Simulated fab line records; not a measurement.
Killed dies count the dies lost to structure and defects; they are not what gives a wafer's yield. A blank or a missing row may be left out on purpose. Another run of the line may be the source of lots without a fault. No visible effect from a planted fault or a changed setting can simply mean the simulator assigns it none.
Problem report in the 8D (eight disciplines) form, filled by code    flow berkeley cmos170    the parts of the form that need people (team, actions taken, sign-off) are left out

1. PROBLEM STATEMENT
At UCB170_M3_ETCH_17, oes product au averages 1.363 a.u. over 6 wafers from 2 lots, while fault-free wafers read 0.991 a.u., standard deviation 0.024. That puts it +16 standard deviations away from the usual mean.
The step: etches BARC in N2/H2.
First observed at day 12 01:51: wafer L907.2, on rie diel-03. Wafers with a number at this step in the record: 42, from 14 lots. Rule for "out", or "out of limits": more than 4 standard deviations from the usual mean. The rest of the wafers with a number are treated as sound.

2. WHAT THIS IS AND IS NOT
question                     is                      is not
which readings at this step  oes product au          chamber pressure mTorr, drypump motor current A, rf fwd power W
which lots                   L907, L910              L892, L893, L894, L895, L896, L898, L899, L900, L901, L911, L912, L914
which wafers of those lots   all that have a number  -
read on which tools          rie diel-03             rie diel-02, rie diel-04
when                         from day 12 01:51       up to then (27 sound wafers); but 9 sound wafers of L911, L912, L914 came after

3. WHAT RULES OUT EACH SUSPECT
Counting: a tool stays on the suspect list if, at a process step up to the reading, it processed all lots that are out and no sound lot following the first of them.
- rie diel-03 at UCB170_M3_ETCH_17 (etches BARC in N2/H2): kept. All lots that are out passed through it, beginning with L907 at day 12 01:51, and no sound lot followed; its final sound lot before that point was L898 at day 10 11:44. Its own readings are out on those wafers: oes product au.
Remaining after the count: rie diel-03 at UCB170_M3_ETCH_17.

4. THE CAUSE (what the simulator had put in)
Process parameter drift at UCB170_M3_ETCH_17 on rie diel-03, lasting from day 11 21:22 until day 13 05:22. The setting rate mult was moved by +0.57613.
After counting, this tool was the only one left.

5. THE EFFECT CHAIN, in route order
One row per reading whose mean, taken over the struck wafers that have a number, lies over 3 standard deviations from the usual. Only readings whose record carries a usual standard deviation are examined. hours: median over the lots of the time between each lot's start at the first step of this table that gives one and its start at this step. sigmas: the change, counted in usual standard deviations.
hours  step               reading         usual       on struck wafers  change  sigmas
0      UCB170_M3_ETCH_17  oes product au  0.991 a.u.  1.363             +0.372  +16
Process steps it contains:
- UCB170_M3_ETCH_17: etches BARC in N2/H2.

6. HOW IT WOULD HAVE BEEN CAUGHT EARLIER
First out-of-limits reading in this record: day 12 01:51, which is 4 hours after fault onset at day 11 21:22.
